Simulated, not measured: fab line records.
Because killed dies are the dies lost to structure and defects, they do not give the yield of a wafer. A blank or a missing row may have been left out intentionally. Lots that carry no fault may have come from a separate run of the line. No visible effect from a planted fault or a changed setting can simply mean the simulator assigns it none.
8D (eight disciplines) problem report, filled in by code | flow berkeley_cmos170 | the parts of the form that need people (team, actions taken, sign-off) are left out

== 1. THE ISSUE ==
Wafers free of any fault read 0.0322 ohm/sq (standard deviation 0.00033) for M2_AL_RS at UCB170_M2_RS_MEAS_02, against a mean of 0.0408 ohm/sq on 6 wafers of 2 lots. That is +26 standard deviations from the usual mean.
The step: measures by four-point-probe.
The first sign was on wafer L604.1 at day 9 11:47, on film_metro-04. Wafers with a number at this step in the record: 42, from 14 lots. Rule for "out", or "out of limits": more than 4 standard deviations from the usual mean. Any other wafer with a number is counted as sound.

== 2. WHAT THIS IS AND IS NOT ==
question                    | is                     | is not
which readings at this step | M2_AL_RS               | -
which lots                  | L604, L609             | L593, L594, L598, L599, L600, L601, L602, L603, L605, L610, L614, L616
which wafers of those lots  | all that have a number | -
read on which gauges        | film_metro-04          | film_metro-01, film_metro-03
when                        | from day 9 11:47       | up to then (24 sound wafers); but 12 sound wafers of L605, L610, L614, L616 came after

== 3. SUSPECTS, AND WHAT RULES EACH OUT ==
Counting: a tool at any process step up to the reading remains a suspect when it ran all the lots that are out and ran no sound lot after the first of those.
- the gauge at UCB170_M2_RS_MEAS_02: ruled out. All the wafers that are out were read on film_metro-04, but those of them that UCB170_M2_METAL_ETCH_18 has rows for are out there too, on other tools.
- pvd_sputter-03 at UCB170_M2_SPUTTER_01 (material Al, target thk 900 nm, time 120 s): kept. Every lot that is out went through it, starting with L604 (day 9 11:43), and after that it ran no sound lot; the last sound lot it ran before then is L603 (day 8 22:23).
Remaining after the count: pvd_sputter-03 at UCB170_M2_SPUTTER_01.

== 4. THE CAUSE (what the simulator had put in) ==
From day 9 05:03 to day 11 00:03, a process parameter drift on pvd_sputter-03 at UCB170_M2_SPUTTER_01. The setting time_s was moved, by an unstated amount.
This tool alone remained once counting was done.

== 5. SEQUENCE OF EFFECTS, ordered by route ==
Each row: a reading whose mean over the struck wafers that have a number lies more than 3 standard deviations from the usual. Only readings whose record carries a usual standard deviation are examined. hours: median over the lots of the time between each lot's start at the first step of this table that gives one and its start at this step. sigmas: the change, counted in usual standard deviations.
hours | step                    | reading        | usual         | on struck wafers | change  | sigmas
0     | UCB170_M2_RS_MEAS_02    | M2_AL_RS       | 0.0322 ohm/sq | 0.0408           | +0.0086 | +26
0     | UCB170_M2_THK_MEAS_03   | M2_AL_THK      | 919 nm        | 726              | -193    | -18
3     | UCB170_M2_METAL_ETCH_18 | oes_product_au | 0.847 a.u.    | 0.736            | -0.111  | -7.4
Here are the process steps it includes:
- UCB170_M2_METAL_ETCH_18: etches Al in Cl2/BCl3, stops on SiO2, target depth 1170 nm, time 195 s.
Later measuring or inspecting steps at which every struck wafer that the step has a row for has a number for every such reading, and none has moved that far: UCB170_M2_CD_MEAS_15.

== 6. WHAT WOULD HAVE CAUGHT IT SOONER ==
Counted from the fault's start at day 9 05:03, it took 7 hours until the first out-of-limits reading at a measuring or inspecting step in this record, taken at day 9 11:47.
Tool readings at UCB170_M2_SPUTTER_01 with a usual standard deviation given in the record: none out on any struck wafer, hence no alarm at a limit of 4 standard deviations on them.
L609, from the lots that are out (2), started UCB170_M2_SPUTTER_01 on pvd_sputter-03 later than day 9 11:47. A hold on the tool at that time would have spared it.
